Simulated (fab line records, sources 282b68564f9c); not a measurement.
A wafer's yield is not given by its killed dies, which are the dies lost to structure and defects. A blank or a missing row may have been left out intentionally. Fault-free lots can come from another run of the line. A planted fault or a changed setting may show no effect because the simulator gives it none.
fab line records -- flow rit_cmos
record: lots: 12, wafers: 36, last_day: 7
route steps=202 shown PWELL@47 M1@202
lots that met no fault: taken from a fault-free run of the same line
start_h: hours from the record's opening day to when the first of the lot's shown wafers began -- wait_h: hours elapsed since this lot's preceding step -- " as in the row above -- L1.1+2: one row covering several wafers at once -- - either no value or no given start -- * or withheld: withheld -- < > ~ a bound
route shown NAME@n: names a module that has steps shown in the file, with the first one's number in the route -- usual: mean and standard deviation over wafers with no fault -- same: alike in all rows -- chamber/n: place in a boat -- sites: each site's reading -- _std_site: standard deviation of those values -- _edge_site: mean of outer sites minus mean of inner sites -- radius_mm: how far each site lies from the wafer's centre -- mask NAME#n: copy n -- behind: tool/chamber where the wafer was last shaped -- hold: cause of the lot's hold/its duration in hours/its outcome -- device: transistor that didn't switch, given as n, p or np -- end of line: tests of these same wafers at the route's end -- where a step has no rows: the recipe by itself -- killed: count of dies lost to structure and defects at first sort (not the wafer's yield) -- map: a wafer's dies, marking killed ones x, the rest . and places with no die _
set.NAME: setting as actually run; set.NAME@STEP: the setting as run at that earlier step -- model.NAME: the simulator's own value behind a step, which no gauge read
a sample of lots followed through the steps of the route, with each step as a table and each wafer as a row
services: from which hour (start_h, from the record's first day; less than 0 if before it) a tool's chamber was out of use, for how many hours, and why
== steps ==
step: RIT_PWELL_IMPLANT_08
recipe: species: B, energy_kev: 170, dose_cm2: 7e+13, tilt_deg: 7.331
usual: beam_energy_keV: 169.99/0.054
lot.wafer,tool,chamber,start_h,wait_h,beam_energy_keV
L262.2,implanter-01,0,22.14,0.2,169.97
L262.4,implanter-01,0,22.14,0.2,169.93
L262.5,implanter-01,0,22.14,0.2,169.96
L263.3,implanter-04,0,27.17,0.2,169.96
L263.5,implanter-04,0,27.17,0.2,169.96
L263.6,implanter-04,0,27.17,0.2,170.07
L264.1,implanter-01,0,32.96,0.2,170.00
L264.4,implanter-01,0,32.96,0.2,170.03
L264.5,implanter-01,0,32.96,0.2,170.12
L265.1,implanter-01,0,37.92,0.2,169.95
L265.3,implanter-01,0,37.92,0.2,170.03
L265.6,implanter-01,0,37.92,0.2,170.04
L266.2,implanter-04,0,42.32,0.2,169.93
L266.5,implanter-04,0,42.32,0.2,170.01
L266.6,implanter-04,0,42.32,0.2,169.95
L267.3,implanter-01,0,47.61,0.2,170.01
L267.4,implanter-01,0,47.61,0.2,169.93
L267.6,implanter-01,0,47.61,0.2,170.02
L268.1,implanter-01,0,52.27,0.2,170.08
L268.4,implanter-01,0,52.27,0.2,170.06
L268.6,implanter-01,0,52.27,0.2,170.08
L269.3,implanter-01,0,57.84,0.2,170.02
L269.4,implanter-01,0,57.84,0.2,169.97
L269.5,implanter-01,0,57.84,0.2,170.07
L273.1,implanter-02,0,77.74,0.2,119.02
L273.2,implanter-02,0,77.74,0.2,119.12
L273.5,implanter-02,0,77.74,0.2,118.98
L274.2,implanter-02,0,82.84,0.2,118.99
L274.3,implanter-02,0,82.84,0.2,118.96
L274.6,implanter-02,0,82.84,0.2,118.98
L283.2,implanter-04,0,129.20,0.2,169.93
L283.5,implanter-04,0,129.20,0.2,170.05
L283.6,implanter-04,0,129.20,0.2,170.06
L285.2,implanter-01,0,139.48,0.2,170.02
L285.3,implanter-01,0,139.48,0.2,169.99
L285.4,implanter-01,0,139.48,0.2,170.02
step: RIT_PWELL_TW_MEAS_10
usual: PWELL_TW: 947/8.1
lot.wafer,tool,chamber,start_h,wait_h,hold,PWELL_TW
L262.2,film_metro-02,-,22.45,0.1,-,942
L262.4,film_metro-02,-,22.45,0.1,-,940
L262.5,film_metro-02,-,22.45,0.1,-,939
L263.3,film_metro-02,-,27.47,0.1,-,945
L263.5,film_metro-02,-,27.47,0.1,-,942
L263.6,film_metro-02,-,27.47,0.1,-,946
L264.1,film_metro-04,-,33.28,0.1,-,960
L264.4,film_metro-04,-,33.28,0.1,-,952
L264.5,film_metro-04,-,33.28,0.1,-,952
L265.1,film_metro-03,-,38.24,0.1,-,961
L265.3,film_metro-03,-,38.24,0.1,-,962
L265.6,film_metro-03,-,38.24,0.1,-,959
L266.2,film_metro-02,-,42.63,0.1,-,943
L266.5,film_metro-02,-,42.63,0.1,-,947
L266.6,film_metro-02,-,42.63,0.1,-,939
L267.3,film_metro-02,-,47.91,0.1,-,947
L267.4,film_metro-02,-,47.91,0.1,-,938
L267.6,film_metro-02,-,47.91,0.1,-,944
L268.1,film_metro-04,-,52.59,0.1,-,958
L268.4,film_metro-04,-,52.59,0.1,-,956
L268.6,film_metro-04,-,52.59,0.1,-,960
L269.3,film_metro-04,-,58.13,0.1,-,961
L269.4,film_metro-04,-,58.13,0.1,-,956
L269.5,film_metro-04,-,58.13,0.1,-,958
L273.1,film_metro-02,-,78.07,0.1,await_dispo/0.2h/release,910
L273.2,film_metro-02,-,78.07,0.1,await_dispo/0.2h/release,920
L273.5,film_metro-02,-,78.07,0.1,await_dispo/0.2h/release,909
L273.1,film_metro-02,-,78.32,0.2,-,914
L273.2,film_metro-02,-,78.32,0.2,-,912
L273.5,film_metro-02,-,78.32,0.2,-,911
L274.2,film_metro-02,-,83.15,0.1,await_dispo/0.2h/release,911
L274.3,film_metro-02,-,83.15,0.1,await_dispo/0.2h/release,907
L274.6,film_metro-02,-,83.15,0.1,await_dispo/0.2h/release,913
L274.2,film_metro-02,-,83.45,0.3,-,911
L274.3,film_metro-02,-,83.45,0.3,-,911
L274.6,film_metro-02,-,83.45,0.3,-,917
L283.2,film_metro-04,-,129.51,0.1,-,949
L283.5,film_metro-04,-,129.51,0.1,-,947
L283.6,film_metro-04,-,129.51,0.1,-,947
L285.2,film_metro-02,-,139.79,0.1,-,941
L285.3,film_metro-02,-,139.79,0.1,-,937
L285.4,film_metro-02,-,139.79,0.1,-,944
step: RIT_WELLDRIVE_RS_MEAS_02
recipe: thk_meas_gauge: four-point-probe
usual: PWELL_RS: 429.5/1.2
lot.wafer,tool,chamber,start_h,wait_h,hold,PWELL_RS[ohm/sq]
L262.2,film_metro-03,-,28.40,0.1,-,429.3
L262.4,film_metro-03,-,28.40,0.1,-,429.1
L262.5,film_metro-03,-,28.40,0.1,-,429.3
L263.3,film_metro-04,-,32.75,0.1,-,432.3
L263.5,film_metro-04,-,32.75,0.1,-,432.3
L263.6,film_metro-04,-,32.75,0.1,-,430.9
L264.1,film_metro-04,-,38.55,0.1,-,428.7
L264.4,film_metro-04,-,38.55,0.1,-,428.7
L264.5,film_metro-04,-,38.55,0.1,-,429.7
L265.1,film_metro-04,-,43.51,0.1,-,429.1
L265.3,film_metro-04,-,43.51,0.1,-,428.7
L265.6,film_metro-04,-,43.51,0.1,-,428.4
L266.2,film_metro-03,-,48.53,0.1,-,429.1
L266.5,film_metro-03,-,48.53,0.1,-,429.4
L266.6,film_metro-03,-,48.53,0.1,-,429.0
L267.3,film_metro-04,-,53.57,0.1,-,429.1
L267.4,film_metro-04,-,53.57,0.1,-,428.9
L267.6,film_metro-04,-,53.57,0.1,-,429.8
L268.1,film_metro-02,-,57.85,0.1,-,430.9
L268.4,film_metro-02,-,57.85,0.1,-,430.1
L268.6,film_metro-02,-,57.85,0.1,-,430.4
L269.3,film_metro-02,-,63.41,0.1,-,429.6
L269.4,film_metro-02,-,63.41,0.1,-,431.0
L269.5,film_metro-02,-,63.41,0.1,-,431.1
L273.1,film_metro-04,-,90.97,0.1,await_dispo/0.2h/release,442.6
L273.2,film_metro-04,-,90.97,0.1,await_dispo/0.2h/release,442.4
L273.5,film_metro-04,-,90.97,0.1,await_dispo/0.2h/release,442.0
L273.1,film_metro-04,-,91.25,0.3,-,442.8
L273.2,film_metro-04,-,91.25,0.3,-,442.3
L273.5,film_metro-04,-,91.25,0.3,-,442.2
L274.2,film_metro-03,-,103.04,0.1,await_dispo/0.2h/release,441.5
L274.3,film_metro-03,-,103.04,0.1,await_dispo/0.2h/release,444.3
L274.6,film_metro-03,-,103.04,0.1,await_dispo/0.2h/release,442.4
L274.2,film_metro-03,-,103.32,0.3,-,442.7
L274.3,film_metro-03,-,103.32,0.3,-,443.1
L274.6,film_metro-03,-,103.32,0.3,-,442.1
L283.2,film_metro-02,-,135.81,0.1,-,429.1
L283.5,film_metro-02,-,135.81,0.1,-,431.1
L283.6,film_metro-02,-,135.81,0.1,-,429.8
L285.2,film_metro-03,-,145.38,0.1,-,430.0
L285.3,film_metro-03,-,145.38,0.1,-,430.2
L285.4,film_metro-03,-,145.38,0.1,-,430.4
step: RIT_M1_PROBE_99
usual: killed_at_M0_to_M3: 0.0/0.16, killed_at_contacts: 0.1/0.25, killed_at_front_end: 7/3.1, killed_dies: 7/3.1, killed_on_rim: 1.9/1.4, killed_open: 3.6/2, killed_short: 3.5/2
same: gross_dies: 264, killed_at_M4_up: 0, killed_at_back_side: 0, killed_at_other: 0
lot.wafer,tool,chamber,start_h,wait_h,killed_at_M0_to_M3,killed_at_contacts,killed_at_front_end,killed_dies,killed_on_rim,killed_open,killed_short
L267.3,prober-01,-,83.54,0.2,0,0,11,11,4,3,8
L267.4,prober-01,-,83.59,0.2,0,0,9,9,3,6,3
L267.6,prober-01,-,83.69,0.2,0,0,8,8,4,3,5
L273.1,prober-01,-,132.63,0.1,0,0,5,5,0,2,3
L273.2,prober-01,-,132.68,0.1,1,0,11,12,1,3,9
L273.5,prober-01,-,132.83,0.2,0,0,7,7,2,4,3
L274.2,prober-02,-,136.60,0.1,0,0,5,5,1,4,1
L274.3,prober-02,-,136.65,0.2,0,1,3,4,1,3,1
L274.6,prober-02,-,136.80,0.2,0,0,4,4,1,2,2
killed by level:class
L267.3 REOX:geometric_particle:short=4 GATE:geometric_particle:short=3 FOX2:geometric_particle:short=1 GATE:geometric_particle:open=1 REOX:geometric_particle:open=1 SPACER:geometric_particle:open=1
L267.4 GATE:geometric_particle:open=3 REOX:geometric_particle:open=2 FOX2:geometric_particle:short=1 FOX2:geometric_particle:open=1 GATE:geometric_particle:short=1 REOX:geometric_particle:short=1
L267.6 REOX:geometric_particle:short=2 SILICIDE:geometric_particle:short=2 SPACER:geometric_particle:short=1 FOX2:geometric_particle:open=1 GATE:geometric_particle:open=1 REOX:geometric_particle:open=1
L273.1 FOX1:geometric_particle:open=2 FOX1:geometric_particle:short=1 GATE:geometric_particle:short=1 SILICIDE:geometric_particle:short=1
L273.2 SPACER:geometric_particle:short=3 FOX1:geometric_particle:open=2 REOX:geometric_particle:short=2 SILICIDE:geometric_particle:short=2 GATE:geometric_particle:short=1 SPACER:geometric_particle:open=1 M1:geometric_particle:short=1
L273.5 GATE:geometric_particle:open=2 SILICIDE:geometric_particle:short=1 FOX2:geometric_particle:open=1 GATE:geometric_particle:short=1 SPACER:geometric_particle:short=1 SPACER:geometric_particle:open=1
L274.2 FOX1:geometric_particle:open=1 FOX2:geometric_particle:open=1 GATE:geometric_particle:open=1 REOX:geometric_particle:short=1 SPACER:geometric_particle:open=1
L274.3 FOX2:geometric_particle:open=1 GATE:geometric_particle:short=1 SPACER:geometric_particle:open=1 CONTACT:geometric_particle:open=1
L274.6 GATE:geometric_particle:short=2 REOX:geometric_particle:open=2
== services ==
tool,chamber,start_h,hours,kind
implanter-02,-,24.46,19.6,repair
implanter-02,-,44.18,7.1,repair
implanter-01,-,51.37,0.6,repair
implanter-04,-,77.54,1.0,repair
implanter-04,-,81.70,2.8,repair
implanter-02,-,89.40,6.8,repair
implanter-02,-,94.09,1.1,repair
implanter-02,-,134.38,5.2,pm
== key ==
first_sign: step: RIT_PWELL_IMPLANT_08, reading: beam_energy_keV, direction: down, sigmas: 99+, usual: 169.99, struck: 119.01
effect: step: RIT_PWELL_TW_MEAS_10, reading: visit, direction: added
effect: step: RIT_WELLDRIVE_RS_MEAS_02, reading: visit, direction: added
effect: step: RIT_WELLDRIVE_RS_MEAS_02, reading: PWELL_RS, direction: up, sigmas: 11, usual: 429.5, struck: 442.5
met_at RIT_PWELL_IMPLANT_08
struck_lots L273,L274
tester_left_out L273,L274
fault: kind: process_parameter_drift, tool: implanter-02, chamber: -, onset_h: 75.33, steps: RIT_PWELL_IMPLANT_08, channel: energy_kev, offset: -51, shape: step, end_h: 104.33, acts_in: these_recipes_only, stated: 170
tester_left_out: of these lots the tester's yield and bins aren't shown, on N5 and GAA mostly nor the transistor test; their killed dies are dies lost to structure and defects alone, not to doping, threshold or leakage, so they don't give the yield
